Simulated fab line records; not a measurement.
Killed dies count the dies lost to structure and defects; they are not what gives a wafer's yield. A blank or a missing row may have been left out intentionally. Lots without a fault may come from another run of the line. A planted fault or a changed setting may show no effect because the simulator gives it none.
Which tool was responsible? | flow rit_cmos | 42 wafers from 14 lots sampled at 5 of the route's 202 steps

## WHAT THE GAUGES SHOWED, per wafer
RIT_WELLDRIVE_RS_MEAS_01: measurement is done with a four-point probe.
lot  | measured    | on            | NWELL_RS (ohm/sq)
L766 | day 2 05:20 | film_metro-04 | 274.3 274.4 274.9
L767 | day 2 10:52 | film_metro-02 | 275.0 274.5 274.9
L768 | day 2 14:28 | film_metro-03 | 275.8 276.2 276.5
L769 | day 2 22:36 | film_metro-02 | 274.4 275.7 275.0
L770 | day 3 03:56 | film_metro-02 | 275.9 276.0 275.9
L771 | day 3 07:29 | film_metro-03 | 276.3 277.0 276.1
L772 | day 3 11:40 | film_metro-03 | 276.4 276.6 276.9
L773 | day 3 17:46 | film_metro-02 | 276.0 276.1 275.8
L774 | day 3 20:13 | film_metro-02 | 274.7 275.4 275.1
L782 | day 5 21:44 | film_metro-02 | 276.0 275.2 274.8
L783 | day 6 01:07 | film_metro-02 | 275.3 275.7 275.7
L785 | day 6 15:10 | film_metro-02 | 275.5 275.2 275.0
L787 | day 6 22:38 | film_metro-03 | 276.0 275.5 276.1
L789 | day 7 08:32 | film_metro-02 | 276.4 275.1 275.7

RIT_NSD_TW_MEAS_10.
lot  | measured    | on            | NSD_TW
L766 | day 3 04:01 | film_metro-01 | 3104 3101 3113
L767 | day 3 08:25 | film_metro-04 | 3110 3103 3116
L768 | day 3 13:46 | film_metro-03 | 3165 3141 3144
L769 | day 3 20:04 | film_metro-03 | 3154 3156 3155
L770 | day 4 03:28 | film_metro-01 | 3093 3098 3105
L771 | day 4 05:53 | film_metro-03 | 3165 3150 3164
L772 | day 4 11:50 | film_metro-01 | 3104 3114 3122
L773 | day 4 15:38 | film_metro-01 | 3107 3118 3120
L774 | day 4 17:40 | film_metro-04 | 3106 3098 3111
L782 | day 7 03:53 | film_metro-03 | 2736 2752 2754
L783 | day 7 01:49 | film_metro-04 | 2693 2694 2689
L785 | day 7 19:35 | film_metro-04 | 3109 3099 3118
L787 | day 8 07:40 | film_metro-01 | 3102 3115 3108
L789 | day 8 13:23 | film_metro-03 | 3158 3156 3186

RIT_SDANNEAL_RS_MEAS_05: measurement is done with a four-point probe.
lot  | measured    | on            | NSD_RS (ohm/sq)
L766 | day 3 06:11 | film_metro-03 | 85.09 84.80 84.88
L767 | day 3 10:42 | film_metro-03 | 84.44 84.74 84.68
L768 | day 3 16:02 | film_metro-03 | 84.49 84.22 84.52
L769 | day 3 22:07 | film_metro-01 | 84.30 84.10 84.59
L770 | day 4 05:37 | film_metro-01 | 84.94 84.91 85.19
L771 | day 4 08:02 | film_metro-01 | 84.87 84.49 84.67
L772 | day 4 13:59 | film_metro-03 | 84.78 84.54 84.57
L773 | day 4 17:42 | film_metro-01 | 84.50 84.39 84.77
L774 | day 4 20:11 | film_metro-01 | 84.67 84.72 84.50
L782 | day 7 05:55 | film_metro-01 | 138.08 137.09 137.08
L783 | day 7 03:59 | film_metro-01 | 137.96 138.17 137.09
L785 | day 7 21:45 | film_metro-03 | 84.46 84.47 84.59
L787 | day 8 09:42 | film_metro-03 | 84.49 84.64 84.60
L789 | day 8 15:34 | film_metro-04 | 84.93 85.20 84.69

## TOOL THAT RAN EACH LOT (tool first, then ch and the chambers of the sampled wafers, then the start)
lot  | RIT_PRETRO_STRIP_09                 | RIT_NSD_IMPLANT_08
L766 | plasma_asher-02 ch 0,1, day 2 08:26 | implanter-04 ch 0, day 3 03:41
L767 | plasma_asher-02 ch 0,1, day 2 14:22 | implanter-03 ch 0, day 3 08:07
L768 | plasma_asher-01 ch 1, day 2 17:55   | implanter-03 ch 0, day 3 13:27
L769 | plasma_asher-01 ch 0,1, day 3 01:47 | implanter-04 ch 0, day 3 19:44
L770 | plasma_asher-02 ch 0,1, day 3 07:35 | implanter-04 ch 0, day 4 03:08
L771 | plasma_asher-04 ch 0,1, day 3 10:50 | implanter-02 ch 0, day 4 05:34
L772 | plasma_asher-04 ch 0,1, day 3 15:05 | implanter-04 ch 0, day 4 11:31
L773 | plasma_asher-01 ch 0,1, day 3 21:00 | implanter-03 ch 0, day 4 15:20
L774 | plasma_asher-01 ch 0,1, day 3 23:37 | implanter-04 ch 0, day 4 17:20
L782 | plasma_asher-04 ch 0,1, day 6 00:58 | implanter-02 ch 0, day 7 03:34
L783 | plasma_asher-01 ch 0,1, day 6 04:26 | implanter-02 ch 0, day 7 01:30
L785 | plasma_asher-01 ch 0,1, day 6 18:16 | implanter-04 ch 0, day 7 19:17
L787 | plasma_asher-04 ch 0,1, day 7 01:59 | implanter-04 ch 0, day 8 07:21
L789 | plasma_asher-04 ch 0,1, day 7 12:02 | implanter-04 ch 0, day 8 13:04
- RIT_PRETRO_STRIP_09: strips in O2, time 180 s.
- RIT_NSD_IMPLANT_08

## WHAT THE TOOLS THEMSELVES READ (means of the sampled wafers that have a number; where no wafer has one, the mark that the record gives instead)
RIT_PRETRO_STRIP_09.
lot  | tool            | chamber_pressure_mTorr (mTorr) | drypump_motor_current_A (A)
L766 | plasma_asher-02 | 4001                           | 6.3
L767 | plasma_asher-02 | 4001                           | 6.3
L768 | plasma_asher-01 | 3997                           | 4.9
L769 | plasma_asher-01 | 4000                           | 5.2
L770 | plasma_asher-02 | 4003                           | 6.1
L771 | plasma_asher-04 | 3999                           | 5.7
L772 | plasma_asher-04 | 4000                           | 5.5
L773 | plasma_asher-01 | 3994                           | 5.0
L774 | plasma_asher-01 | 4000                           | 5.2
L782 | plasma_asher-04 | 4000                           | 5.7
L783 | plasma_asher-01 | 4002                           | 5.2
L785 | plasma_asher-01 | 4000                           | 5.0
L787 | plasma_asher-04 | 4003                           | 5.5
L789 | plasma_asher-04 | 3996                           | 5.7

RIT_NSD_IMPLANT_08.
lot  | tool         | dose_ions_cm2 | faraday_current_uA
L766 | implanter-04 | 1.0001e+15    | 3133
L767 | implanter-03 | 1.0007e+15    | 3170
L768 | implanter-03 | 1.0003e+15    | 3109
L769 | implanter-04 | 9.9983e+14    | 3173
L770 | implanter-04 | 9.9987e+14    | 3173
L771 | implanter-02 | 9.9943e+14    | 3013
L772 | implanter-04 | 1.0001e+15    | 3139
L773 | implanter-03 | 9.9970e+14    | 3162
L774 | implanter-04 | 1.0010e+15    | 3064
L782 | implanter-02 | 5.4940e+14    | 1729
L783 | implanter-02 | 5.5077e+14    | 1746
L785 | implanter-04 | 1.0011e+15    | 3160
L787 | implanter-04 | 9.9950e+14    | 3151
L789 | implanter-04 | 1.0007e+15    | 3170

## THE ANSWER, worked out from the rows above alone
Rule: what is usual is taken from the lots themselves. The widest of any qualifying gaps counts: lots, ordered by their means at a reading, are off when they make up no more than a third of the lots, leave a main group of 4 or more, and stand apart from it by 3 or more times the standard deviation of that group's means. A main group is skipped when, at the precision printed for the reading in the tables above, its means are all equal. Also off: a lot with no number at a reading for which 4 or more lots have one. Any other lot the step has rows for is counted as sound. The gauges are gone through in route order, then the tools' own readings, and for those a lot's mean is taken as printed above. At the first step where some lot is off, the reading lying furthest off is the one used; lots without a number count as furthest.
Off: L782, L783, seen at RIT_NSD_TW_MEAS_10 (NSD_TW). Mean 3125 and standard deviation 24 in the main group.
If a tool, at a process step before that reading, ran all the lots that are off and no sound lot after the first of them, it fits. The gauges at RIT_NSD_TW_MEAS_10 aren't tried: what is off there is off at RIT_SDANNEAL_RS_MEAS_05 too, on other tools, and a gauge's error can't cause that. One fits: RIT_NSD_IMPLANT_08 on implanter-02. Its last sound lot is L771 (day 4 05:34), its first lot that is off L783 (day 7 01:30): a fault that began between those two fits.
The tool's own readings at RIT_NSD_IMPLANT_08 bear it out: on the lots that are off they differ by more than 5 times the standard deviation of the sound lots' means. dose_ions_cm2 reads 5.5008e+14 there against 1.0002e+15 on the sound lots; faraday_current_uA reads 1738 there against 3135 on the sound lots.

## WHAT THE SIMULATOR HAD INSERTED
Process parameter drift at RIT_NSD_IMPLANT_08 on implanter-02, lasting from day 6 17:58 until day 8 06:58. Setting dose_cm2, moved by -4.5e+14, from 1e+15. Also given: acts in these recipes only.
Lots struck among those shown: L782, L783. This agrees with what the rule above found.
